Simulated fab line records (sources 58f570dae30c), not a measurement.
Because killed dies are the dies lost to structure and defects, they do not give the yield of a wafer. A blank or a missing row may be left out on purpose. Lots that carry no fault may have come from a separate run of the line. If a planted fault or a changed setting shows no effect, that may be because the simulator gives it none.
The tool behind it: which one?	flow berkeley-cmos170	Sampling: 7 lots, 21 wafers, 3 of 331 route steps

## WHAT EACH GAUGE READ, for each wafer
UCB170_PLDD_OVL_MEAS_07.
lot	measured	on	PLDD_OVL (nm)
L110	day 7 14:27	overlay-01	-9 -7 -5
L114	day 8 05:38	overlay-02	1 -6 1
L119	day 9 08:16	overlay-02	-2 -2 -4
L121	day 9 22:46	overlay-02	2 1 0
L125	day 10 08:01	overlay-02	-11 -3 1

## WHAT TOOL EACH LOT RAN ON (gives the tool, then ch and the chambers of the sampled wafers, and finally the start)
lot	UCB170_ZERO_ETCH_06	UCB170_NWELL_EXPOSE_09
L110	rie-diel-01 ch 1,2,3, day 2 05:30	krf-scanner-02 ch 0, day 2 19:25
L114	rie-diel-02 ch 1,2,3, day 3 01:06	krf-scanner-01 ch 0, day 3 12:34
L119	rie-diel-04 ch 1,2, day 3 21:18	krf-scanner-02 ch 0, day 4 09:16
L121	rie-diel-04 ch 0,2,3, day 4 09:29	krf-scanner-02 ch 0, day 5 01:18
L125	rie-diel-02 ch 1,2,3, day 5 06:44	krf-scanner-01 ch 0, day 5 16:29
L127	rie-diel-02 ch 0,3, day 5 16:31	krf-scanner-01, day 6 05:13
L129	rie-diel-01 ch 0,1,2, day 6 00:38	krf-scanner-01, day 6 19:02
- UCB170_ZERO_ETCH_06: etches SiO2 in CHF3/CF4/Ar, time 12 s.
- UCB170_NWELL_EXPOSE_09: exposes mask NWELL, target cd 3000 nm.

## THE ANSWER, worked out from the rows above alone
Rule: the lots themselves supply what counts as usual. The widest of any qualifying gaps counts: lots, ordered by their means at a reading, are off when they make up no more than a third of the lots, leave a main group of 4 or more, and stand apart from it by 3 or more times the standard deviation of that group's means. If all means in a main group match to the digits the tables above print for the reading, that group is not used. Also off: a lot with no number at a reading for which 4 or more lots have one. Any other lot the step has rows for is counted as sound.
No lot is off on any of the readings shown, so nothing can be concluded from this.

## WHAT THE SIMULATOR PUT IN
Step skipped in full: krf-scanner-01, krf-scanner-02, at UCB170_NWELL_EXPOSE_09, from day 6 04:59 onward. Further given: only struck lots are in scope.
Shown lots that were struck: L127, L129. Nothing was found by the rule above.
